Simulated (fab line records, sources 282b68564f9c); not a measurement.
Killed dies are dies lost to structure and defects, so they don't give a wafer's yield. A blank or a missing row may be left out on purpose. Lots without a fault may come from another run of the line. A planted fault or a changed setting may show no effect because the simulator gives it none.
fab line records | flow rit_cmos
record lots=13 wafers=39 last_day=6
route steps=202 shown GATE@84
lots that met no fault: from a run of the same line without faults
start_h: hours from the record's first day to the start of the lot's first wafer shown | wait_h: hours since the lot's step before | " the same as in the row above | L1.1+2: a row that stands for several wafers | - no value, or no start given | * or withheld: withheld | < > ~ a bound
route shown NAME@n: a module of which the file shows steps, and the number in the route of the first | usual: mean/standard deviation of fault-free wafers | same: alike in all rows | chamber/n: place in a boat | sites: the reading at each site | _std_site: their standard deviation | _edge_site: outer sites' mean less inner sites' | radius_mm: how far each site lies from the wafer's centre | mask NAME#n: copy n | behind: the tool/chamber that last shaped the wafer | hold: why the lot was held/for how many hours/how that ended | device: the transistor (n, p or np) that didn't switch | end of line: the same wafers' tests at the end of the route | a step without rows: its recipe alone | killed: dies lost to structure and defects at the first sort, not the wafer's yield | map: a wafer's dies, x killed, . not, _ none there
set.NAME: the setting as run; set.NAME@STEP: as run at that earlier step | model.NAME: the simulator's own value behind a step, which no gauge read
steps of the route over a sample of lots; a table a step, a row a wafer
services: from which hour (start_h, from the record's first day; less than 0 if before it) a tool's chamber was out of use, for how many hours, and why
## steps
# step RIT_GATE_CVD_08
# recipe material=poly-Si target_thk_nm=250 temp_c=610 precursor=SiH4 time_s=2220 pressure_mtorr=300 sih4_flow_sccm=100
# usual sih4_flow_sccm=100.0/0.33 spike_tc_centre_C=611.8/1.1 spike_tc_load_C=632.8/2.3 spike_tc_source_C=627/3.8 susceptor_temp_C=610.04/0.28
# columns lot.wafer tool chamber start_h wait_h sih4_flow_sccm spike_tc_centre_C spike_tc_load_C spike_tc_source_C susceptor_temp_C
L346.3 lpcvd-01 1 41.51 0.0 100.0 612.0 635.1 631 610.00
L346.5 " 1 " " 99.7 612.4 635.7 630 609.98
L346.6 " 1 " " 100.0 612.0 634.9 629 610.14
L347.2 lpcvd-02 1 44.81 0.0 99.8 612.2 630.7 621 610.45
L347.4 " 1 " " 100.1 612.3 630.1 623 609.78
L347.5 " 1 " " 100.4 610.8 632.4 621 610.09
L349.2 lpcvd-01 0 54.53 1.1 100.2 611.2 630.5 626 609.87
L349.3 " 0 " " 99.3 611.3 629.7 626 609.91
L349.6 " 0 " " 100.0 610.5 629.9 625 610.21
L350.3 lpcvd-01 1 59.48 1.1 100.5 612.7 635.0 628 609.81
L350.4 " 1 " " 100.5 611.7 636.8 629 610.18
L350.5 " 1 " " 100.0 613.2 636.2 629 609.79
L352.2 lpcvd-02 0 68.84 0.0 100.1 611.2 635.3 633 610.17
L352.3 " 0 " " 100.1 611.5 636.8 636 609.83
L352.6 " 0 " " 99.8 611.0 636.7 632 610.29
L353.1 lpcvd-02 0 75.68 0.1 100.3 610.7 634.3 634 609.75
L353.2 " 0 " " 100.0 612.6 636.4 632 610.08
L353.4 " 0 " " 100.0 611.8 636.8 633 610.14
L355.1 lpcvd-01 0 84.20 0.1 100.3 612.4 628.7 625 610.04
L355.4 " 0 " " 99.6 609.8 629.5 626 609.96
L355.5 " 0 " " 100.5 610.8 631.1 625 609.98
L356.1 lpcvd-02 1 88.44 0.1 100.9 613.2 629.6 623 610.21
L356.3 " 1 " " 100.5 613.2 631.3 622 609.77
L356.4 " 1 " " 100.5 612.1 631.0 623 609.76
L357.2 lpcvd-02 1 94.19 0.0 100.1 613.8 631.0 622 609.75
L357.3 " 1 " " 100.1 611.4 630.2 622 609.67
L357.6 " 1 " " 99.8 612.9 630.0 622 610.00
L358.1 lpcvd-01 1 99.60 0.1 99.7 609.4 633.9 629 610.23
L358.4 " 1 " " 100.0 611.4 633.6 630 609.82
L358.6 " 1 " " 99.6 611.9 634.4 629 609.86
L359.3 lpcvd-01 1 103.54 0.0 99.9 626.5 648.9 643 625.24
L359.5 " 1 " " 99.1 626.8 650.6 644 625.32
L359.6 " 1 " " 99.8 625.9 649.9 645 625.59
L361.4 lpcvd-02 1 114.17 0.0 99.7 611.8 630.7 621 609.99
L361.5 " 1 " " 100.0 613.0 630.8 622 609.56
L361.6 " 1 " " 99.4 612.9 630.6 623 609.54
L362.1 lpcvd-02 1 118.85 0.1 99.7 611.6 631.8 623 610.36
L362.3 " 1 " " 100.1 612.3 631.6 622 609.84
L362.4 " 1 " " 100.0 610.4 631.7 622 610.29
# step RIT_GATE_THK_MEAS_09
# recipe reads=poly-Si_of_GATE_CVD_08
# usual GATE_POLY_THK=249.5/2.4
# columns lot.wafer tool chamber start_h wait_h GATE_POLY_THK[nm]
L346.3 film_metro-04 - 43.15 0.0 249.5
L346.5 " - " " 250.3
L346.6 " - " " 248.6
L347.2 film_metro-04 - 46.44 0.0 248.8
L347.4 " - " " 246.3
L347.5 " - " " 247.3
L349.2 film_metro-04 - 56.16 0.0 249.4
L349.3 " - " " 247.5
L349.6 " - " " 247.1
L350.3 film_metro-04 - 61.12 0.0 246.9
L350.4 " - " " 249.5
L350.5 " - " " 249.4
L352.2 film_metro-01 - 70.46 0.0 253.2
L352.3 " - " " 254.3
L352.6 " - " " 253.8
L353.1 film_metro-01 - 77.30 0.0 249.1
L353.2 " - " " 251.4
L353.4 " - " " 253.1
L355.1 film_metro-03 - 85.82 0.0 246.1
L355.4 " - " " 248.7
L355.5 " - " " 247.8
L356.1 film_metro-01 - 90.06 0.0 247.2
L356.3 " - " " 248.2
L356.4 " - " " 248.7
L357.2 film_metro-01 - 95.82 0.0 245.7
L357.3 " - " " 245.2
L357.6 " - " " 247.0
L358.1 film_metro-01 - 101.21 0.0 251.0
L358.4 " - " " 252.7
L358.6 " - " " 251.4
L359.3 film_metro-03 - 105.18 0.0 353.5
L359.5 " - " " 353.5
L359.6 " - " " 353.0
L361.4 film_metro-04 - 115.81 0.0 253.1
L361.5 " - " " 250.0
L361.6 " - " " 249.6
L362.1 film_metro-03 - 120.47 0.0 247.4
L362.3 " - " " 246.0
L362.4 " - " " 244.5
# step RIT_GATE_ETCH_19
# recipe chemistry=SF6/CHF3/O2 time_s=165 SF6_flow_sccm=30 CHF3_flow_sccm=30 O2_flow_sccm=5 target=poly-Si pressure_mtorr=40 rf_w=160 target_depth_a=3125 over_etch_frac=0.25 stop_on=SiO2
# usual chamber_pressure_mTorr=40.00/0.036 drypump_motor_current_A=5.8/0.42 oes_product_au=0.850/0.0086 throttle_valve_pct=10.23/0.12
# columns lot.wafer tool chamber start_h wait_h chamber_pressure_mTorr drypump_motor_current_A oes_product_au rf_hours_counter_h throttle_valve_pct
L346.3 rie_si-01 1 44.47 0.1 40.00 6.4 0.860 19 10.02
L346.5 " 1 " " 40.06 6.4 0.851 - 10.01
L346.6 " 2 " " 39.99 5.7 0.843 - 10.30
L347.2 rie_si-02 2 47.71 0.1 40.03 5.6 0.844 142 10.15
L347.4 " 3 " " 39.94 5.8 0.846 147 10.30
L347.5 " 1 " " 40.05 6.6 0.848 - 10.24
L349.2 rie_si-02 2 57.37 0.1 40.01 5.6 0.843 142 10.16
L349.3 " 3 " " 40.00 5.8 0.851 147 10.32
L349.6 " 0 " " 40.02 5.4 0.852 - 10.43
L350.3 rie_si-01 0 62.32 0.1 40.05 5.9 0.848 3 10.23
L350.4 " 2 " " 39.98 5.6 0.838 1 10.31
L350.5 " 0 " " 40.01 5.9 0.853 - 10.23
L352.2 rie_si-01 0 71.86 0.1 39.99 5.9 0.865 3 10.22
L352.3 " 1 " " 39.97 6.4 0.860 19 10.02
L352.6 " 0 " " 39.99 5.9 0.858 - 10.23
L353.1 rie_si-02 2 78.51 0.1 40.01 5.6 0.851 142 10.16
L353.2 " 3 " " 39.95 5.8 0.853 147 10.30
L353.4 " 0 " " 39.99 5.3 0.862 145 10.42
L355.1 rie_si-02 3 87.04 0.1 39.99 5.8 0.840 148 10.32
L355.4 " 1 " " 40.00 6.5 0.856 69 10.25
L355.5 " 1 " " 39.99 6.5 0.844 - 10.25
L356.1 rie_si-01 1 91.27 0.1 40.01 6.4 0.853 19 10.01
L356.3 " 0 " " 40.00 5.9 0.854 3 10.23
L356.4 " 1 " " 39.99 6.4 0.859 - 10.01
L357.2 rie_si-02 0 97.30 0.1 39.99 5.4 0.854 145 10.42
L357.3 " 1 " " 40.02 6.5 0.845 69 10.24
L357.6 " 2 " " 40.00 5.6 0.837 - 10.16
L358.1 rie_si-01 0 102.55 0.1 39.93 5.9 0.847 3 10.23
L358.4 " 1 " " 39.99 6.4 0.862 20 10.03
L358.6 " 1 " " 40.01 6.4 0.850 - 10.00
L359.3 rie_si-02 0 106.50 0.1 39.98 5.3 1.006 145 10.42
L359.5 " 0 " " 40.00 5.3 0.992 - 10.43
L359.6 " 1 " " 40.05 6.5 1.011 - 10.26
L361.4 rie_si-02 0 117.05 0.1 39.98 5.3 0.860 145 10.43
L361.5 " 1 " " 40.00 6.5 0.852 - 10.24
L361.6 " 0 " " 39.98 5.3 0.854 - 10.42
L362.1 rie_si-01 1 121.81 0.1 40.03 6.4 0.856 20 10.03
L362.3 " 3 " " 40.04 5.4 0.840 47 10.14
L362.4 " 2 " " 39.96 5.6 0.829 2 10.29
## services
# columns tool chamber start_h hours kind
lpcvd-02 - 47.31 14.6 pm
rie_si-01 3 89.50 4.9 repair
rie_si-01 0 94.70 4.2 repair
rie_si-02 3 121.22 - clean
rie_si-02 3 121.22 23.3 scheduled_down
rie_si-02 3 121.22 23.3 vent_cycle
## key
first_sign step=RIT_GATE_CVD_08 reading=susceptor_temp_C direction=up sigmas=55 usual=* struck=*
effect step=RIT_GATE_CVD_08 reading=spike_tc_centre_C direction=up sigmas=14 usual=611.8 struck=626.4
effect step=RIT_GATE_THK_MEAS_09 reading=GATE_POLY_THK direction=up sigmas=43 usual=249.5 struck=353.4
effect step=RIT_GATE_ETCH_19 reading=oes_product_au direction=up sigmas=18 usual=0.850 struck=1.003
met_at RIT_GATE_CVD_08
struck_lots L359
struck_wafers L359.3,L359.5,L359.6
later_rows_left_out L359.3,L359.5,L359.6
sort_left_out L359.3,L359.5,L359.6
tester_left_out L359
onset_between 99.60 103.54
fault kind=process_parameter_drift tool=lpcvd-01 chamber=1 onset_h=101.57 steps=RIT_GATE_CVD_08 channel=temp_c offset=* shape=step end_h=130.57 acts_in=* stated=*
# tester_left_out: of these lots the tester's yield and bins aren't shown, on N5 and GAA mostly nor the transistor test; their killed dies are dies lost to structure and defects alone, not to doping, threshold or leakage, so they don't give the yield
# sort_left_out: the simulated sort isn't trusted on such a fault, so these wafers' sort isn't shown, and their yield isn't known
# later_rows_left_out: the simulator's readings of these wafers behind a module that went badly wrong aren't trusted and aren't shown, but for the sort
